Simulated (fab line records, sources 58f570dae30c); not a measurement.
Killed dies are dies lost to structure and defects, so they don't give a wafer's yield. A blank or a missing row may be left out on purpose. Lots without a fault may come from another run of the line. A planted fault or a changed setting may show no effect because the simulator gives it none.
One fault seen from 2 desks | flow berkeley_cmos170 | each desk has only its own numbers; what lay behind them comes last

THE TOOL OWNER'S DESK: krf_scanner-01
The tool's own readings at UCB170_NVT_EXPOSE_03 (exposes mask PWELL, target cd 3000 nm): means of the sampled wafers that have a number, for each lot that ran on this tool. A lot is out of limits, marked OUT, if its mean lies more than 4 standard deviations from the usual mean; the brackets give that distance.
Columns: A = exposure_dose_mJ_cm2 at UCB170_NVT_EXPOSE_03, usual 29.995; B = reticle_temp_C at UCB170_NVT_EXPOSE_03, usual 22.99 C; C = stage_vel_mm_s at UCB170_NVT_EXPOSE_03, usual 500.06 mm/s
lot  | first seen here | A                | B     | C
L769 | day 6 06:30     | 29.998           | 23.05 | 499.77
L771 | day 6 07:02     | 29.988           | 22.97 | 499.80
L774 | day 7 14:08     | 30.004           | 23.08 | 499.96
L777 | day 8 06:13     | 29.975           | 22.91 | 500.07
L780 | day 8 15:24     | 29.981           | 22.92 | 499.92
L782 | day 9 07:31     | 27.421 (-86) OUT | 22.95 | 500.27
L786 | day 9 12:18     | 27.484 (-84) OUT | 22.89 | 500.10
L783 | day 9 12:23     | 27.437 (-85) OUT | 23.10 | 500.15
L789 | day 10 07:48    | 27.439 (-85) OUT | 22.88 | 500.10
This desk's finding: out of limits on L782, L783, L786, L789; first on L782, day 9 07:31 (exposure_dose_mJ_cm2 at UCB170_NVT_EXPOSE_03). In limits: L769, L771, L774, L777, L780.

THE METROLOGY DESK
What the gauges read, lot by lot, whatever tool the lot ran on: means of the sampled wafers that have a number. A lot is out of limits, marked OUT, if its mean lies more than 4 standard deviations from the usual mean; the brackets give that distance.
Columns: A = PVT_OVL at UCB170_PVT_OVL_MEAS_06, usual -1 nm
lot  | first seen here | A
L769 | day 6 08:36     | 0
L770 | day 6 08:50     | 10
L771 | day 6 08:58     | 1
L772 | day 7 04:28     | -6
L773 | day 7 17:16     | 0
L774 | day 7 17:30     | 0
L775 | day 7 17:37     | 2
L777 | day 8 10:14     | -4
L779 | day 8 18:24     | -2
L780 | day 8 18:31     | -7
L782 | day 9 10:43     | -2
L786 | day 9 16:38     | 1
L783 | day 9 16:50     | -5
L789 | day 10 11:38    | -6
L790 | day 10 12:08    | 8
L792 | day 11 06:40    | 3
This desk's finding: nothing out of limits on any of the 16 lots.

PUT TOGETHER
The tool owner's desk could have raised an alarm at day 9 07:31, on L782, L783, L786, L789.
The metrology desk saw nothing out of limits.
The metrology desk has L782, L783, L786, L789 on record, within its limits.
Of the lots named, all ran UCB170_NVT_EXPOSE_03 on krf_scanner-01.

WHAT THE SIMULATOR HAD PUT IN
Process parameter drift: krf_scanner-01, from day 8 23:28 on, at UCB170_NVT_EXPOSE_03. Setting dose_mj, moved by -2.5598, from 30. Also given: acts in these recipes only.
Lots struck among those shown: L782, L783, L786, L789.
Hours from the fault's start to each desk's first reading out of limits: the tool owner's desk, 8.
